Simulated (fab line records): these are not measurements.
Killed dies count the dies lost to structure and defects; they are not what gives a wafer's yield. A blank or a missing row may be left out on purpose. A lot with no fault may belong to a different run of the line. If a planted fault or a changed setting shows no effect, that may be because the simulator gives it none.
Check for tools in common / flow berkeleyCmos170 / Lots sampled 12, wafers sampled 36

## WHAT PROMPTED THE OPENING
Of 12 lots, 1 have the reading NWELL_NITRIDE_THK flagged at UCB170_NWELL_THK_MEAS_05. Wafers without a fault read 224.2 nm, standard deviation 1.9.
Rule: flag the lot when none of its wafers has a number, or when each of its wafers that has one lies beyond 4 standard deviations from that mean. The rest of the lots are taken to be sound.

lot=L821; measured=day 2 06:23; on=filmMetro-03; NWELL_NITRIDE_THK (nm), wafer by wafer=224.6 225.8 226.1; flag=
lot=L820; measured=day 2 06:24; on=filmMetro-01; NWELL_NITRIDE_THK (nm), wafer by wafer=225.2 223.3 223.5; flag=
lot=L822; measured=day 2 16:53; on=filmMetro-01; NWELL_NITRIDE_THK (nm), wafer by wafer=223.0 226.5 223.7; flag=
lot=L823; measured=day 2 22:50; on=filmMetro-01; NWELL_NITRIDE_THK (nm), wafer by wafer=214.2 213.8 213.0; flag=FLAGGED
lot=L836; measured=day 5 17:52; on=filmMetro-04; NWELL_NITRIDE_THK (nm), wafer by wafer=222.6 224.5 223.1; flag=
lot=L837; measured=day 5 21:57; on=filmMetro-01; NWELL_NITRIDE_THK (nm), wafer by wafer=224.1 222.5 225.5; flag=
lot=L838; measured=day 6 01:12; on=filmMetro-04; NWELL_NITRIDE_THK (nm), wafer by wafer=224.6 224.4 223.8; flag=
lot=L839; measured=day 6 06:58; on=filmMetro-04; NWELL_NITRIDE_THK (nm), wafer by wafer=227.4 226.5 228.0; flag=
lot=L840; measured=day 6 10:31; on=filmMetro-03; NWELL_NITRIDE_THK (nm), wafer by wafer=222.9 223.1 223.8; flag=
lot=L841; measured=day 6 15:37; on=filmMetro-03; NWELL_NITRIDE_THK (nm), wafer by wafer=222.6 224.1 224.6; flag=
lot=L842; measured=day 6 20:13; on=filmMetro-04; NWELL_NITRIDE_THK (nm), wafer by wafer=218.8 219.4 220.3; flag=
lot=L843; measured=day 7 00:49; on=filmMetro-03; NWELL_NITRIDE_THK (nm), wafer by wafer=223.4 223.6 225.2; flag=
The numbers of the flagged lots are 213.7 nm on average: -10.5 nm against the usual, or -6 standard deviations.

## EACH LOT AND THE TOOL IT RAN ON
The record holds 1 process step before the reading, out of a route of 331 steps. Every cell lists first the tool, next ch and the chambers used by the sampled wafers, and last the start.
lot=L821; flag=; UCB170_NWELL_CVD_04=lpcvd-02 ch 1, day 2 04:28
lot=L820; flag=; UCB170_NWELL_CVD_04=lpcvd-02 ch 1, day 2 04:28
lot=L822; flag=; UCB170_NWELL_CVD_04=lpcvd-02 ch 0, day 2 14:56
lot=L823; flag=FLAGGED; UCB170_NWELL_CVD_04=lpcvd-02 ch 0, day 2 20:54
lot=L836; flag=; UCB170_NWELL_CVD_04=lpcvd-01 ch 0, day 5 15:55
lot=L837; flag=; UCB170_NWELL_CVD_04=lpcvd-01 ch 1, day 5 20:01
lot=L838; flag=; UCB170_NWELL_CVD_04=lpcvd-02 ch 0, day 5 23:14
lot=L839; flag=; UCB170_NWELL_CVD_04=lpcvd-01 ch 0, day 6 05:01
lot=L840; flag=; UCB170_NWELL_CVD_04=lpcvd-02 ch 1, day 6 08:34
lot=L841; flag=; UCB170_NWELL_CVD_04=lpcvd-02 ch 1, day 6 13:40
lot=L842; flag=; UCB170_NWELL_CVD_04=lpcvd-02 ch 1, day 6 18:17
lot=L843; flag=; UCB170_NWELL_CVD_04=lpcvd-01 ch 0, day 6 22:52
What the steps here do:
- UCB170_NWELL_CVD_04: deposits Si3N4 from SiH2Cl2/NH3, target thk 224 nm, time 3360 s.
- UCB170_NWELL_THK_MEAS_05

## FLAGGED AGAINST TOTAL, ONE TOOL AT A TIME (gauges that did the reading follow at the end)
step=UCB170_NWELL_CVD_04; tool=lpcvd-01; lots run=4; flagged=0; share of the flagged lots=none; sound lots run after its first flagged lot=-
step=UCB170_NWELL_CVD_04; tool=lpcvd-02; lots run=8; flagged=1; share of the flagged lots=all; sound lots run after its first flagged lot=4 (L838,L840,L841,L842)
step=UCB170_NWELL_THK_MEAS_05; tool=filmMetro-01; lots run=4; flagged=1; share of the flagged lots=all; sound lots run after its first flagged lot=1 (L837)
step=UCB170_NWELL_THK_MEAS_05; tool=filmMetro-03; lots run=4; flagged=0; share of the flagged lots=none; sound lots run after its first flagged lot=-
step=UCB170_NWELL_THK_MEAS_05; tool=filmMetro-04; lots run=4; flagged=0; share of the flagged lots=none; sound lots run after its first flagged lot=-

## WHAT THE TABLE PERMITS
Table rows that saw every flagged lot: 2, namely lpcvd-02 at UCB170_NWELL_CVD_04 and filmMetro-01 at UCB170_NWELL_THK_MEAS_05.
- lpcvd-02 at UCB170_NWELL_CVD_04: 1 of its 8 lots flagged. Sound lots ran on it after the first flagged one (L838, L840, L841, L842), which a lasting fault on the whole tool wouldn't allow.
- filmMetro-01 at UCB170_NWELL_THK_MEAS_05: 1 of its 4 lots flagged. Sound lots ran on it after the first flagged one (L837), which a lasting fault on the whole tool wouldn't allow.
Every row of the table either missed a flagged lot or ran a sound lot after the first.

## WHAT HAD BEEN PUT IN BY THE SIMULATOR
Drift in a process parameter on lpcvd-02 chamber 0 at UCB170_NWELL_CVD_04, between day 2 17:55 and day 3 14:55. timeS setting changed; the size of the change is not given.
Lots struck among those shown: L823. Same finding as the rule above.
